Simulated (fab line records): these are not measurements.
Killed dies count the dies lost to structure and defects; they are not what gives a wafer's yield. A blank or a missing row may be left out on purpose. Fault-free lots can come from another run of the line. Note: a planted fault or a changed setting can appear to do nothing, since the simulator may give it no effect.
fab line records	flow ritCmos
record lots=13	wafers=39	lastDay=7
route steps=202 shown ACTIVE@12 GATE@95 NLDD@108
lots that met no fault: taken from a fault-free run of the same line
startH: start of the lot's first displayed wafer, in hours after the record's first day	waitH: how many hours have passed since the lot's step before this one	" repeats the value in the row above	L1.1+2: a row that stands for several wafers	- no value, or no start given	* or withheld: withheld	< > ~ a bound
route shown NAME@n: a module of which the file shows steps, and the number in the route of the first	usual: mean/standard deviation of fault-free wafers	same: alike in all rows	chamber/n: place in a boat	sites: each site's reading	_std_site: their standard deviation	_edge_site: outer sites' mean less inner sites'	radiusMm: how far each site lies from the wafer's centre	mask NAME#n: copy n	behind: the tool/chamber that last shaped the wafer	hold: reason for holding the lot/hours on hold/outcome of the hold	device: whichever transistor did not switch (one of n, p or np)	end of line: the tests these same wafers got at the end of their route	a step without rows: its recipe alone	killed: the dies lost at the first sort to structure and to defects; this is not the yield of the wafer	map: per-die view of a wafer (x killed, . not killed, _ where there is no die)
set.NAME: the setting that was run; set.NAME@STEP: the one run at that earlier step	model.NAME: the simulator's own value behind a step, which no gauge read
steps of the route over a sample of lots; a table a step, a row a wafer
services: the hour from which a tool's chamber was out of use, counted from the record's first day as startH (under 0 if before that day), plus the number of hours and why
## steps
# step RIT_ACTIVE_CD_MEAS_11
# recipe targetCdNm=1400
# usual cdNm=1399.7/2.3
lot.wafer	tool	chamber	startH	waitH	cdNm
L747.1	cdSem-01	-	15.89	-	1401.0
L747.3	"	-	"	"	1400.6
L747.5	"	-	"	"	1403.2
L748.1	cdSem-02	-	19.44	-	1400.8
L748.2	"	-	"	"	1400.7
L748.4	"	-	"	"	1400.8
L749.2	cdSem-01	-	24.47	-	1398.2
L749.3	"	-	"	"	1396.3
L749.5	"	-	"	"	1395.7
L750.1	cdSem-01	-	29.44	-	1399.0
L750.4	"	-	"	"	1399.8
L750.6	"	-	"	"	1398.5
L751.1	cdSem-02	-	34.61	-	1398.9
L751.2	"	-	"	"	1400.3
L751.6	"	-	"	"	1398.2
L754.2	cdSem-01	-	50.14	-	1402.0
L754.5	"	-	"	"	1400.7
L754.6	"	-	"	"	1402.2
L757.2	cdSem-02	-	64.65	-	1399.2
L757.4	"	-	"	"	1400.1
L757.6	"	-	"	"	1399.9
L765.1	cdSem-02	-	107.72	-	1398.9
L765.2	"	-	"	"	1399.5
L765.3	"	-	"	"	1399.4
L766.1	cdSem-02	-	109.56	-	1399.5
L766.3	"	-	"	"	1401.8
L766.6	"	-	"	"	1401.5
L767.2	cdSem-02	-	114.46	-	1397.3
L767.3	"	-	"	"	1398.3
L767.5	"	-	"	"	1394.6
L768.1	cdSem-02	-	119.56	-	1400.3
L768.4	"	-	"	"	1400.3
L768.5	"	-	"	"	1400.8
L769.2	cdSem-01	-	124.62	-	1395.4
L769.3	"	-	"	"	1398.1
L769.6	"	-	"	"	1395.7
L770.2	cdSem-02	-	129.58	-	1399.9
L770.4	"	-	"	"	1398.9
L770.6	"	-	"	"	1397.5
# step RIT_GATE_ETCH_19
# recipe chemistry=SF6/CHF3/O2	timeS=165	SF6_flow_sccm=30	CHF3_flow_sccm=30	O2_flow_sccm=5	target=poly-Si	pressureMtorr=40	rfW=160	targetDepthA=3125	overEtchFrac=0.25	stopOn=SiO2
# usual CHF3_flow_sccm=30.00/0.088	drypumpMotorCurrentA=5.4/0.37	oesProductAu=0.850/0.011	throttleValvePct=10.33/0.13
lot.wafer	tool	chamber	startH	waitH	CHF3_flow_sccm	drypumpMotorCurrentA	oesProductAu	rfHoursCounterH	throttleValvePct
L747.1	rieSi-02	0	40.77	0.1	29.89	5.9	0.843	2	10.41
L747.3	"	2	"	"	29.83	5.6	0.852	9	10.25
L747.5	"	2	"	"	29.92	5.5	0.839	-	10.26
L748.1	rieSi-01	3	41.50	0.1	30.10	5.1	0.834	29	10.44
L748.2	"	2	"	"	30.27	5.2	0.863	2	10.26
L748.4	"	0	"	"	30.05	5.5	0.861	123	10.06
L749.2	rieSi-02	2	52.05	0.1	30.01	5.6	0.844	9	10.25
L749.3	"	1	"	"	29.96	4.8	0.851	58	10.37
L749.5	"	1	"	"	29.94	4.8	0.849	-	10.34
L750.1	rieSi-01	1	53.61	0.1	30.09	5.0	0.845	111	10.45
L750.4	"	0	"	"	29.95	5.6	0.865	124	10.07
L750.6	"	0	"	"	29.91	5.5	0.868	-	10.05
L751.1	rieSi-02	3	57.87	0.1	30.08	5.8	0.851	92	10.41
L751.2	"	2	"	"	30.11	5.6	0.851	9	10.24
L751.6	"	0	"	"	30.03	5.9	0.851	-	10.41
L754.2	rieSi-01	0	73.01	0.1	30.11	5.5	0.862	124	10.06
L754.5	"	0	"	"	30.09	5.5	0.867	-	10.07
L754.6	"	3	"	"	29.98	5.1	0.845	-	10.43
L757.2	rieSi-02	1	86.48	0.1	29.87	4.8	0.856	58	10.35
L757.4	"	3	"	"	30.02	5.8	0.854	-	10.39
L757.6	"	1	"	"	30.01	4.8	0.845	-	10.34
L765.1	rieSi-02	1	131.64	0.1	30.03	4.8	0.847	59	10.35
L765.2	"	0	"	"	30.06	5.9	0.842	3	10.43
L765.3	"	2	"	"	29.91	5.5	0.829	9	10.24
L766.1	rieSi-01	3	132.92	0.1	29.80	5.1	0.841	30	10.43
L766.3	"	0	"	"	29.96	5.5	0.874	124	10.06
L766.6	"	1	"	"	30.01	5.0	0.864	-	10.47
L767.2	rieSi-02	2	136.63	0.1	29.94	5.6	0.830	9	10.26
L767.3	"	3	"	"	30.07	5.7	0.841	93	10.40
L767.5	"	3	"	"	30.02	5.7	0.845	-	10.38
L768.1	rieSi-01	1	142.33	0.1	30.00	5.0	0.851	112	10.46
L768.4	"	0	"	"	30.05	5.6	0.857	-	10.05
L768.5	"	3	"	"	30.02	5.0	0.840	-	10.43
L769.2	rieSi-02	2	146.58	0.1	30.00	5.6	0.843	9	10.24
L769.3	"	0	"	"	29.80	5.9	0.853	-	10.40
L769.6	"	2	"	"	30.03	5.6	0.835	-	10.24
L770.2	rieSi-01	3	151.58	0.1	29.97	5.1	0.825	30	10.43
L770.4	"	1	"	"	30.12	5.0	0.833	-	10.44
L770.6	"	3	"	"	29.85	5.1	0.834	-	10.43
# step RIT_GATE_CD_MEAS_90
# recipe targetCdNm=150
# usual cdNm=148.2/2.2
lot.wafer	tool	chamber	startH	waitH	cdNm
L747.1	cdSem-01	-	41.05	0.1	145.5
L747.3	"	-	"	"	148.7
L747.5	"	-	"	"	146.7
L748.1	cdSem-01	-	41.78	0.1	146.9
L748.2	"	-	"	"	147.8
L748.4	"	-	"	"	147.3
L749.2	cdSem-01	-	52.35	0.1	148.2
L749.3	"	-	"	"	149.9
L749.5	"	-	"	"	148.9
L750.1	cdSem-01	-	53.89	0.1	152.3
L750.4	"	-	"	"	150.0
L750.6	"	-	"	"	151.9
L751.1	cdSem-02	-	58.16	0.1	147.0
L751.2	"	-	"	"	145.7
L751.6	"	-	"	"	145.6
L754.2	cdSem-01	-	73.32	0.1	152.5
L754.5	"	-	"	"	150.9
L754.6	"	-	"	"	151.0
L757.2	cdSem-02	-	86.79	0.1	144.8
L757.4	"	-	"	"	144.9
L757.6	"	-	"	"	145.4
L765.1	cdSem-02	-	131.92	0.1	149.8
L765.2	"	-	"	"	149.2
L765.3	"	-	"	"	148.8
L766.1	cdSem-01	-	133.20	0.1	146.2
L766.3	"	-	"	"	147.5
L766.6	"	-	"	"	148.5
L767.2	cdSem-01	-	136.93	0.1	149.5
L767.3	"	-	"	"	150.0
L767.5	"	-	"	"	149.7
L768.1	cdSem-01	-	142.61	0.1	148.3
L768.4	"	-	"	"	149.2
L768.5	"	-	"	"	147.1
L769.2	cdSem-01	-	146.94	0.1	142.6
L769.3	"	-	"	"	146.8
L769.6	"	-	"	"	146.0
L770.2	cdSem-02	-	151.88	0.1	146.7
L770.4	"	-	"	"	144.2
L770.6	"	-	"	"	146.2
# step RIT_NLDD_DEVELOP_05
# recipe resist=NOVOLAK	developTimeS=50	devTempC=23
# usual exhaustPa=45.2/0.96
lot.wafer	tool	chamber	startH	waitH	exhaustPa
L747.1	lithoTrack-02	0	45	-	45.5
L747.3	"	0	"	"	45.5
L747.5	"	0	"	"	46.1
L748.1	lithoTrack-03	0	46	-	44.5
L748.2	"	0	"	"	45.9
L748.4	"	0	"	"	45.6
L749.2	lithoTrack-03	0	56	-	46.7
L749.3	"	0	"	"	46.2
L749.5	"	0	"	"	47.0
L750.1	lithoTrack-01	0	58	-	44.9
L750.4	"	0	"	"	46.0
L750.6	"	0	"	"	45.3
L751.1	lithoTrack-03	0	61	-	44.6
L751.2	"	0	"	"	45.1
L751.6	"	0	62	-	45.3
L754.2	lithoTrack-03	0	77	-	43.6
L754.5	"	0	"	"	44.0
L754.6	"	0	"	"	44.5
L757.2	lithoTrack-01	0	90	-	44.4
L757.4	"	0	"	"	44.9
L757.6	"	0	"	"	45.5
L765.1	lithoTrack-01	0	136	-	45.3
L765.2	"	0	"	"	45.2
L765.3	"	0	"	"	45.5
L766.1	lithoTrack-02	0	137	-	45.9
L766.3	"	0	"	"	45.8
L766.6	"	0	"	"	46.0
L767.2	lithoTrack-01	0	140	-	46.6
L767.3	"	0	"	"	46.5
L767.5	"	0	"	"	45.7
L768.1	lithoTrack-01	0	146	-	44.3
L768.4	"	0	"	"	44.6
L768.5	"	0	"	"	44.6
L769.2	lithoTrack-02	0	151	-	45.1
L769.3	"	0	"	"	44.6
L769.6	"	0	"	"	46.1
L770.2	lithoTrack-02	0	156	-	44.5
L770.4	"	0	"	"	44.9
L770.6	"	0	"	"	46.2
# step RIT_NLDD_TW_MEAS_10
# usual NLDD_TW=2477/23
lot.wafer	tool	chamber	startH	waitH	NLDD_TW
L747.1	filmMetro-03	-	46.02	0.1	2443
L747.3	"	-	"	"	2445
L747.5	"	-	"	"	2438
L748.1	filmMetro-03	-	47.39	0.1	2458
L748.2	"	-	"	"	2462
L748.4	"	-	"	"	2448
L749.2	filmMetro-03	-	56.86	0.1	2444
L749.3	"	-	"	"	2458
L749.5	"	-	"	"	2435
L750.1	filmMetro-01	-	58.75	0.1	2499
L750.4	"	-	"	"	2509
L750.6	"	-	"	"	2486
L751.1	filmMetro-03	-	62.61	0.1	30
L751.2	"	-	"	"	30
L751.6	"	-	"	"	30
L754.2	filmMetro-03	-	77.76	0.1	30
L754.5	"	-	"	"	30
L754.6	"	-	"	"	30
L757.2	filmMetro-01	-	91.41	0.1	2513
L757.4	"	-	"	"	2511
L757.6	"	-	"	"	2521
L765.1	filmMetro-03	-	137.55	0.1	2476
L765.2	"	-	"	"	2460
L765.3	"	-	"	"	2459
L766.1	filmMetro-01	-	137.81	0.1	2504
L766.3	"	-	"	"	2498
L766.6	"	-	"	"	2495
L767.2	filmMetro-02	-	141.43	0.1	2460
L767.3	"	-	"	"	2471
L767.5	"	-	"	"	2472
L768.1	filmMetro-03	-	147.21	0.1	2448
L768.4	"	-	"	"	2457
L768.5	"	-	"	"	2464
L769.2	filmMetro-02	-	152.04	0.1	2476
L769.3	"	-	"	"	2478
L769.6	"	-	"	"	2472
L770.2	filmMetro-02	-	157.43	0.1	2467
L770.4	"	-	"	"	2477
L770.6	"	-	"	"	2463
## services
tool	chamber	startH	hours	kind
rieSi-01	0	41.81	8.4	repair
rieSi-01	0	63.58	2.6	repair
rieSi-01	3	78.38	6.7	repair
rieSi-01	2	81.12	6.3	repair
rieSi-02	2	86.43	5.5	repair
rieSi-02	3	127.15	3.2	repair
rieSi-01	2	138.10	13.9	repair
rieSi-02	3	141.00	6.3	repair
rieSi-02	1	143.10	13.1	repair
rieSi-01	0	148.84	1.2	repair
## key
firstSign step=RIT_NLDD_TW_MEAS_10	reading=NLDD_TW	direction=down	sigmas=99+	usual=2477	struck=30
effect none on later readings
metAt RIT_NLDD_DEVELOP_05
struckLots L751,L754
sortLeftOut L751.1,L751.2,L751.6,L754.2,L754.5,L754.6
testerLeftOut L751,L754
notActingAt RIT_ACTIVE_CD_MEAS_11,RIT_GATE_ETCH_19,RIT_GATE_CD_MEAS_90
onsetBetween 56 61
fault kind=processParameterDrift	tool=lithoTrack-03	chamber=-	onsetH=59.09	steps=RIT_NLDD_DEVELOP_05	channel=developTimeS	offset=*	shape=step	endH=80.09	actsIn=*	stated=*
# testerLeftOut: of these lots the tester's yield and bins aren't shown, on N5 and GAA mostly nor the transistor test; their killed dies are dies lost to structure and defects alone, not to doping, threshold or leakage, so they don't give the yield
# sortLeftOut: the simulated sort isn't trusted on such a fault, so these wafers' sort isn't shown, and their yield isn't known
